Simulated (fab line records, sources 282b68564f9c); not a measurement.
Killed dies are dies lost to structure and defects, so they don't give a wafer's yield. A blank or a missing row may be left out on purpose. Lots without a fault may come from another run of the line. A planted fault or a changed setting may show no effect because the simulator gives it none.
One fault seen from 2 desks | flow rit_cmos | each desk has only its own numbers; what lay behind them comes last

THE METROLOGY DESK
What the gauges read, lot by lot, whatever tool the lot ran on: means of the sampled wafers that have a number. A lot is out of limits, marked OUT, if its mean lies more than 4 standard deviations from the usual mean; the brackets give that distance.
Columns: A = PSD_RS at RIT_SDANNEAL_RS_MEAS_04, usual 115.89 ohm/sq; B = PLDD_RS at RIT_SDANNEAL_RS_MEAS_06, usual 178.6 ohm/sq
lot  | first seen here | A                | B
L758 | day 3 13:52     | 115.95           | 178.4
L761 | day 4 09:29     | 115.49           | 178.2
L762 | day 4 15:17     | 115.96           | 179.0
L763 | day 4 15:25     | 113.06 (-10) OUT | 175.4 (-7.0) OUT
L764 | day 4 18:42     | 115.79           | 178.3
L765 | day 5 04:40     | 112.93 (-11) OUT | 175.8 (-6.1) OUT
L770 | day 6 00:31     | 116.10           | 178.7
L772 | day 6 09:08     | 115.61           | 178.6
L774 | day 6 21:10     | 115.84           | 178.8
L776 | day 7 07:47     | 115.93           | 178.2
L777 | day 7 13:19     | 116.05           | 179.1
L778 | day 7 22:44     | 115.92           | 178.9
L779 | day 8 02:42     | 115.64           | 178.2
L780 | day 8 06:16     | 115.58           | 178.0
This desk's finding: out of limits on L763, L765; first on L763, day 4 15:25 (PSD_RS at RIT_SDANNEAL_RS_MEAS_04). In limits: L758, L761, L762, L764, L770, L772, L774, L776, L777, L778, L779, L780.

THE TOOL OWNER'S DESK: rtp_anneal-02
The tool's own readings at RIT_SDANNEAL_RTA_03 (time 5 s): means of the sampled wafers that have a number, for each lot that ran on this tool. A lot is out of limits, marked OUT, if its mean lies more than 4 standard deviations from the usual mean; the brackets give that distance.
Columns: A = wafer_temp_C_max at RIT_SDANNEAL_RTA_03, usual 1053.5
lot  | first seen here | A
L761 | day 4 09:26     | 1053.0
L763 | day 4 15:20     | 1054.0
L765 | day 5 04:35     | 1053.5
L777 | day 7 13:16     | 1055.3
L779 | day 8 02:38     | 1053.5
This desk's finding: nothing out of limits on any of the 5 lots.

PUT TOGETHER
The metrology desk could have raised an alarm at day 4 15:25, on L763, L765.
The tool owner's desk saw nothing out of limits.
The tool owner's desk has L763, L765 on record, within its limits.
Of the lots named, all ran RIT_SDANNEAL_RTA_03 on rtp_anneal-02.

WHAT THE SIMULATOR HAD PUT IN
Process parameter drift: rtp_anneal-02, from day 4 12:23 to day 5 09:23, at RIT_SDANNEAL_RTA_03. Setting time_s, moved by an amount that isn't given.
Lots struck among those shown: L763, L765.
Hours from the fault's start to each desk's first reading out of limits: the metrology desk, 3.
